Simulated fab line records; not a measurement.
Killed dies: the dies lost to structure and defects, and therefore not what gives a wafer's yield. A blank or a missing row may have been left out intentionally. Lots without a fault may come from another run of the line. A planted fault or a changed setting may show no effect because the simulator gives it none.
Check for tools in common -- flow berkeley cmos170 -- Sample size 14 lots and 44 wafers

## THE REASON FOR OPENING IT
2 of 14 lots carry a flag on the reading NLDD_TW at UCB170_NLDD_TW_MEAS_11. No-fault wafers: 2234, standard deviation 13.
Rule: flag the lot when none of its wafers has a number, or when each of its wafers that has one lies beyond 4 standard deviations from that mean. All remaining lots are regarded as sound.

lot,measured,on,"NLDD_TW, wafer by wafer",flag
L272,day 6 03:06,film metro-03,2238 2230 2237,
L276,day 7 13:37,film metro-03,2225 2223 2219,
L279,day 7 13:54,film metro-03,2220 2235 2226,
L278,day 7 14:02,film metro-03,2224 2219 2227,
L280,day 7 22:26,film metro-01,2232 2222 2240,
L282,day 7 23:34,film metro-01,2252 2246 2249,
L283,day 8 11:56,film metro-04,2159 2165 2163 2152,FLAGGED
L284,day 8 18:55,film metro-01,2122 2116 2130 2126,FLAGGED
L287,day 9 10:34,film metro-01,2232 2214 2226,
L289,day 9 12:18,film metro-03,2228 2221 2221,
L290,day 10 02:06,film metro-03,2225 2235 2236,
L292,day 10 15:30,film metro-04,2245 2249 2248,
L294,day 10 15:47,film metro-01,2233 2247 2234,
L295,day 11 03:16,film metro-01,2218 2218 2219,
The numbers of the flagged lots are 2142 on average: -92 against the usual, or -7 standard deviations.

## LOT BY LOT: THE TOOL USED
The record keeps 1 process step preceding the reading, out of 331 steps on the route. Every cell lists first the tool, next ch and the chambers used by the sampled wafers, and last the start.
lot,flag,UCB170_NLDD_IMPLANT_08
L272,,"implanter-03 ch 0, day 6 02:43"
L276,,"implanter-03 ch 0, day 7 13:13"
L279,,"implanter-03 ch 0, day 7 13:30"
L278,,"implanter-02 ch 0, day 7 13:40"
L280,,"implanter-01 ch 0, day 7 22:02"
L282,,"implanter-01 ch 0, day 7 23:10"
L283,FLAGGED,"implanter-01 ch 0, day 8 11:32"
L284,FLAGGED,"implanter-01 ch 0, day 8 18:32"
L287,,"implanter-02 ch 0, day 9 10:10"
L289,,"implanter-03 ch 0, day 9 11:52"
L290,,"implanter-02 ch 0, day 10 01:42"
L292,,"implanter-02 ch 0, day 10 15:06"
L294,,"implanter-03 ch 0, day 10 15:23"
L295,,"implanter-02 ch 0, day 11 02:54"
What these steps do:
- UCB170_NLDD_IMPLANT_08
- UCB170_NLDD_TW_MEAS_11

## FLAGGED AGAINST TOTAL, ONE TOOL AT A TIME (gauges that did the reading follow at the end)
step,tool,lots run,flagged,share of the flagged lots,sound lots run after its first flagged lot
UCB170_NLDD_IMPLANT_08,implanter-01,4,2,all,0
UCB170_NLDD_IMPLANT_08,implanter-02,5,0,none,-
UCB170_NLDD_IMPLANT_08,implanter-03,5,0,none,-
UCB170_NLDD_TW_MEAS_11,film metro-01,6,1,some,"3 (L287,L294,L295)"
UCB170_NLDD_TW_MEAS_11,film metro-03,6,0,none,-
UCB170_NLDD_TW_MEAS_11,film metro-04,2,1,some,1 (L292)

## THE TABLE: WHAT IT ALLOWS
In the table, 1 row covers all flagged lots: implanter-01 at UCB170_NLDD_IMPLANT_08.
- implanter-01 at UCB170_NLDD_IMPLANT_08 ran 4 lots, 2 of them flagged. Last sound lot L282 at day 7 23:10, first flagged lot L283 at day 8 11:32; a fault beginning in between fits. Its own readings (tilt deg) fall more than 4 standard deviations out on all wafers of the flagged lots.
Just one tool remains: implanter-01 at UCB170_NLDD_IMPLANT_08.

## WHAT THE SIMULATOR PUT IN
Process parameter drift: implanter-01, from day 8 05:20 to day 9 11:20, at UCB170_NLDD_IMPLANT_08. Setting tilt deg shifted by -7 from 7. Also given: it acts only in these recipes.
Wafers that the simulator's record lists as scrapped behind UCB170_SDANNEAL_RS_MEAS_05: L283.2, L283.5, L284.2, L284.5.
Shown lots that were struck: L283, L284. The rule above found the same.
